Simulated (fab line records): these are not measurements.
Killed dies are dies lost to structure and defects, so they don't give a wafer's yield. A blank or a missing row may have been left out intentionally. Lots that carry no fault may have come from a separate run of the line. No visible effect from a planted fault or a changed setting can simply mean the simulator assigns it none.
Code-filled problem report in 8D (eight disciplines) form ; flow rit_cmos ; the parts of the form that need people (team, actions taken, sign-off) are left out

1. THE ISSUE
Mean of temp_c at RIT_REOX_CLEAN_00: 81.44 C across 9 wafers in 3 lots; on wafers with no fault it is 74.98 C (standard deviation 0.12). Relative to the usual mean, that is a shift of +54 standard deviations.
The step: cleans in SC1, time 600 s.
The first sign was on wafer L130.1 at day 5 03:38, on wet_bench-03. The record has a number at this step for 45 wafers belonging to 15 lots. Rule for "out", or "out of limits": more than 4 standard deviations from the usual mean. The other wafers with a number count as sound.

2. WHAT IT IS, AND WHAT IT ISN'T
question;is;is not
which readings at this step;temp_c, bath_guard_temp_C;-
which lots;L130, L132, L134;L119, L120, L121, L122, L123, L124, L126, L127, L128, L138, L139, L140
which wafers of those lots;all that have a number;-
read on which tools;wet_bench-03;wet_bench-01, wet_bench-02
when;from day 5 03:38;"up to then (27 sound wafers); but 9 sound wafers of L138, L139, L140 came after"

3. THE SUSPECTS, EACH WITH WHAT RULES IT OUT
Counting: a tool at any process step up to the reading remains a suspect when it ran all the lots that are out and ran no sound lot after the first of those.
- wet_bench-03 at RIT_REOX_CLEAN_00 (cleans in SC1, time 600 s): kept. It ran every lot that is out, first L130 (day 5 03:38), and no sound lot after that; its last sound lot up to then is L127 (day 4 15:43). Its own readings are out on those wafers: bath_guard_temp_C, temp_c.
The count leaves wet_bench-03 at RIT_REOX_CLEAN_00.

4. THE CAUSE (what the simulator had put in)
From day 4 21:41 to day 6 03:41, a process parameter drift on wet_bench-03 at RIT_REOX_CLEAN_00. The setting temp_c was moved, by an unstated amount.
After counting, this tool was the only one left.

5. THE CHAIN OF EFFECTS, in route order
Each row: a reading where the mean over the struck wafers with a number is more than 3 standard deviations away from the usual. Only readings whose record carries a usual standard deviation are examined. hours: median over the lots of the time between each lot's start at the first step of this table that gives one and its start at this step. sigmas: the change, counted in usual standard deviations.
hours;step;reading;usual;on struck wafers;change;sigmas
0;RIT_REOX_CLEAN_00;bath_guard_temp_C;75.0 C;81.3;+6.3;+12
0;RIT_REOX_CLEAN_00;temp_c;74.98 C;81.44;+6.46;+54
Process steps it contains:
- RIT_REOX_CLEAN_00: cleans in SC1, time 600 s.

6. WHAT WOULD HAVE CAUGHT IT SOONER
First out-of-limits reading in this record: day 5 03:38, which is 6 hours after fault onset at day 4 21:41.
